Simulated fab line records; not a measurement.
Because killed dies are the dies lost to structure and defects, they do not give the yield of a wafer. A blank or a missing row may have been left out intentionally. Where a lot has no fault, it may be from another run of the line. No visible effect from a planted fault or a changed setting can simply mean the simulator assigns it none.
Lot-split experiment :: flow berkeley_cmos170 :: 23 wafers read from 5 lots, route of 331 steps

== THE SPLIT ==
At UCB170_NWELL_IMPLANT_14, the setting energy_kev was moved away from the recipe's 150 on 6 of the 23 wafers read, by -5.1% to +3.1%. All remaining wafers had this setting at the recipe value.

The reading is taken at the split's own step.

== THE READING ==
In nm, at UCB170_NWELL_IMPLANT_14: implant.drp_nm, which is the simulator's own figure and was read by no gauge. The file does not state a usual value for it.

wafer: L078.1
tool, chamber at the split: implanter-04, 0
energy_kev as run: 150
against the recipe: recipe
implant.drp_nm, nm: 62.72
against lot-mates on the recipe: -

wafer: L078.2
tool, chamber at the split: implanter-04, 0
energy_kev as run: 150
against the recipe: recipe
implant.drp_nm, nm: 62.72
against lot-mates on the recipe: -

wafer: L078.4
tool, chamber at the split: implanter-04, 0
energy_kev as run: 150
against the recipe: recipe
implant.drp_nm, nm: 62.72
against lot-mates on the recipe: -

wafer: L078.3
tool, chamber at the split: implanter-04, 0
energy_kev as run: 153.8
against the recipe: +2.5%
implant.drp_nm, nm: 63.92
against lot-mates on the recipe: +1.20

wafer: L078.5
tool, chamber at the split: implanter-04, 0
energy_kev as run: 153.8
against the recipe: +2.5%
implant.drp_nm, nm: 63.92
against lot-mates on the recipe: +1.20

wafer: L082.1
tool, chamber at the split: implanter-04, 0
energy_kev as run: 142.4
against the recipe: -5.1%
implant.drp_nm, nm: 60.22
against lot-mates on the recipe: -2.50

wafer: L082.3
tool, chamber at the split: implanter-04, 0
energy_kev as run: 142.4
against the recipe: -5.1%
implant.drp_nm, nm: 60.22
against lot-mates on the recipe: -2.50

wafer: L082.4
tool, chamber at the split: implanter-04, 0
energy_kev as run: 150
against the recipe: recipe
implant.drp_nm, nm: 62.72
against lot-mates on the recipe: -

wafer: L082.5
tool, chamber at the split: implanter-04, 0
energy_kev as run: 150
against the recipe: recipe
implant.drp_nm, nm: 62.72
against lot-mates on the recipe: -

wafer: L082.6
tool, chamber at the split: implanter-04, 0
energy_kev as run: 150
against the recipe: recipe
implant.drp_nm, nm: 62.72
against lot-mates on the recipe: -

wafer: L083.1
tool, chamber at the split: implanter-04, 0
energy_kev as run: 150
against the recipe: recipe
implant.drp_nm, nm: 62.72
against lot-mates on the recipe: -

wafer: L083.2
tool, chamber at the split: implanter-04, 0
energy_kev as run: 150
against the recipe: recipe
implant.drp_nm, nm: 62.72
against lot-mates on the recipe: -

wafer: L083.3
tool, chamber at the split: implanter-04, 0
energy_kev as run: 150
against the recipe: recipe
implant.drp_nm, nm: 62.72
against lot-mates on the recipe: -

wafer: L083.4
tool, chamber at the split: implanter-04, 0
energy_kev as run: 150
against the recipe: recipe
implant.drp_nm, nm: 62.72
against lot-mates on the recipe: -

wafer: L083.5
tool, chamber at the split: implanter-04, 0
energy_kev as run: 150
against the recipe: recipe
implant.drp_nm, nm: 62.72
against lot-mates on the recipe: -

wafer: L085.2
tool, chamber at the split: implanter-03, 0
energy_kev as run: 154.7
against the recipe: +3.1%
implant.drp_nm, nm: 64.2
against lot-mates on the recipe: +1.48

wafer: L085.4
tool, chamber at the split: implanter-03, 0
energy_kev as run: 154.7
against the recipe: +3.1%
implant.drp_nm, nm: 64.2
against lot-mates on the recipe: +1.48

wafer: L085.3
tool, chamber at the split: implanter-03, 0
energy_kev as run: 150
against the recipe: recipe
implant.drp_nm, nm: 62.72
against lot-mates on the recipe: -

wafer: L085.5
tool, chamber at the split: implanter-03, 0
energy_kev as run: 150
against the recipe: recipe
implant.drp_nm, nm: 62.72
against lot-mates on the recipe: -

wafer: L085.6
tool, chamber at the split: implanter-03, 0
energy_kev as run: 150
against the recipe: recipe
implant.drp_nm, nm: 62.72
against lot-mates on the recipe: -

wafer: L084.2
tool, chamber at the split: implanter-04, 0
energy_kev as run: 150
against the recipe: recipe
implant.drp_nm, nm: 62.72
against lot-mates on the recipe: -

wafer: L084.5
tool, chamber at the split: implanter-04, 0
energy_kev as run: 150
against the recipe: recipe
implant.drp_nm, nm: 62.72
against lot-mates on the recipe: -

wafer: L084.6
tool, chamber at the split: implanter-04, 0
energy_kev as run: 150
against the recipe: recipe
implant.drp_nm, nm: 62.72
against lot-mates on the recipe: -

FIT RESULTS
A straight line over all 23 wafers: implant.drp_nm changes by +0.486 nm for each +1% of energy_kev; r = +1.00; the points scatter about the line by 0.017 nm.
The same after taking each lot's own level away (the mean of its wafers on the recipe; 23 wafers): +0.486 nm for each +1%; r = +1.00; scatter 0.017 nm.
That fit puts the effect of the largest move of energy_kev on the reading at 2.5 nm.
The lots' own levels span 62.720 to 62.720 nm.
The two slopes are in agreement: the lot-to-lot level therefore moves the slope only a little.
Check: with one of the wafers moved furthest among these (-5.1%) left out of the fit, the line predicts -2.45 nm for it against its lot-mates. Against them it came out at -2.5 nm.

== OTHER SPLITS APPLIED TO THESE WAFERS ==
Note: prior to the reading, these wafers also went through further splits. Each is held against what the fit with the lots' levels taken away leaves over:
other split on the same wafers: UCB170_ZERO_STRIP_07 o2_flow_sccm
wafers away from the commonest value: 10
r with implant.drp_nm (lot level and that fit taken away): -0.03

== THE WHOLE CHAIN: every reading that the file lists as answering this split, in the file's order ==
step: UCB170_NWELL_IMPLANT_14
what it does: 
reading: implant.rp_nm (the simulator's own value, which no gauge read)
change (the file's fit): +1.95 nm for each +1% of the setting
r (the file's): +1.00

step: UCB170_NWELL_IMPLANT_14
what it does: 
reading: implant.drp_nm (the simulator's own value, which no gauge read)
change (the file's fit): +0.485 nm for each +1% of the setting
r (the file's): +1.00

== FILE'S OWN FIT ==
implant.drp_nm changes by +0.485 nm for each +1% of energy_kev, r = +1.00.
